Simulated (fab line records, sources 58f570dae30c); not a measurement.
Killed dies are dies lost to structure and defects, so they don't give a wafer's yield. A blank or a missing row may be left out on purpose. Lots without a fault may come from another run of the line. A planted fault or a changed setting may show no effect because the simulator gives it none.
Problem report in the 8D (eight disciplines) form, filled by code | flow berkeley_cmos170 | the parts of the form that need people (team, actions taken, sign-off) are left out

1. THE PROBLEM
GATE_POLY_THK at UCB170_GATE_THK_MEAS_05 reads a mean of 161.7 nm on 9 wafers of 3 lots; wafers without a fault read 213.4 nm with a standard deviation of 2.2. That is -23 standard deviations from the usual mean.
First seen on wafer L878.3, day 10 23:22, on film_metro-03. The record holds 45 wafers of 15 lots with a number at this step. Rule for "out", or "out of limits": more than 4 standard deviations from the usual mean. The other wafers with a number count as sound.

2. WHAT IT IS AND WHAT IT IS NOT
question                    | is                           | is not
which readings at this step | GATE_POLY_THK                | -
which lots                  | L877, L878, L879             | L861, L862, L863, L864, L867, L870, L872, L874, L875, L881, L882, L883
which wafers of those lots  | all that have a number       | -
read on which gauges        | film_metro-02, film_metro-03 | film_metro-04
when                        | from day 10 23:22            | up to then (27 sound wafers); but 9 sound wafers of L881, L882, L883 came after

3. SUSPECTS, AND WHAT RULES EACH OUT
Counting: a tool at a process step up to the reading stays a suspect if it ran every lot that is out and no sound lot after the first of them.
- the gauge at UCB170_GATE_THK_MEAS_05: ruled out. The wafers that are out were read on 2 gauges (film_metro-02, film_metro-03).
- lpcvd-02 at UCB170_GATE_CVD_04 (deposits poly-Si from SiH4, time 1440 s, target thk 214 nm): kept. It ran every lot that is out, first L877 (day 10 21:56), and no sound lot after that; its last sound lot up to then is L874 (day 10 08:18). Its own readings are out on those wafers: spike_tc_centre_C, spike_tc_load_C, spike_tc_source_C, susceptor_temp_C.
Left after counting: lpcvd-02 at UCB170_GATE_CVD_04.

4. THE CAUSE (what the simulator had put in)
Process parameter drift: lpcvd-02, from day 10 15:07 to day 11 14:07, at UCB170_GATE_CVD_04. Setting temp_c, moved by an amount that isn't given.
Counting left only this tool.

5. THE CHAIN OF EFFECTS, in route order
Each row: a reading whose mean over the struck wafers that have a number lies more than 3 standard deviations from the usual. Only readings for which the record gives a usual standard deviation are gone through. hours: the time from each lot's start at the first step in this table that gives one to its start at this step, as a median over the lots. sigmas: the change in usual standard deviations.
hours | step                    | reading           | usual      | on struck wafers | change | sigmas
0     | UCB170_GATE_CVD_04      | spike_tc_centre_C | 613.1 C    | 601.3            | -11.8  | -11
0     | UCB170_GATE_CVD_04      | spike_tc_load_C   | 632.0 C    | 620.9            | -11.1  | -8.5
0     | UCB170_GATE_CVD_04      | spike_tc_source_C | 629.0 C    | 616.3            | -12.7  | -12
0     | UCB170_GATE_CVD_04      | susceptor_temp_C  | 610.03 C   | 598.15           | -11.88 | -44
1     | UCB170_GATE_THK_MEAS_05 | GATE_POLY_THK     | 213.4 nm   | 161.7            | -51.7  | -23
3     | UCB170_GATE_ETCH_15     | oes_product_au    | 0.827 a.u. | 0.687            | -0.140 | -8.2
The process steps in it:
- UCB170_GATE_CVD_04: deposits poly-Si from SiH4, time 1440 s, target thk 214 nm.
- UCB170_GATE_ETCH_15: etches poly-Si in HBr/Cl2, stops on SiO2, time 56.3 s, target depth 278.2 nm.

6. WHAT WOULD HAVE CAUGHT IT SOONER
In this record the first reading out of limits at a measuring or inspecting step was taken at day 10 23:22, 8 hours after the fault began at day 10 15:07.
The tool's own readings at UCB170_GATE_CVD_04 were out on every struck wafer that the step has a row for (spike_tc_centre_C, spike_tc_load_C, spike_tc_source_C, susceptor_temp_C): an alarm limit on them would have fired on the first of those.
All the lots that are out (3) had begun UCB170_GATE_CVD_04 on lpcvd-02 by day 10 23:22. A hold on the tool at that time would have spared none of them.
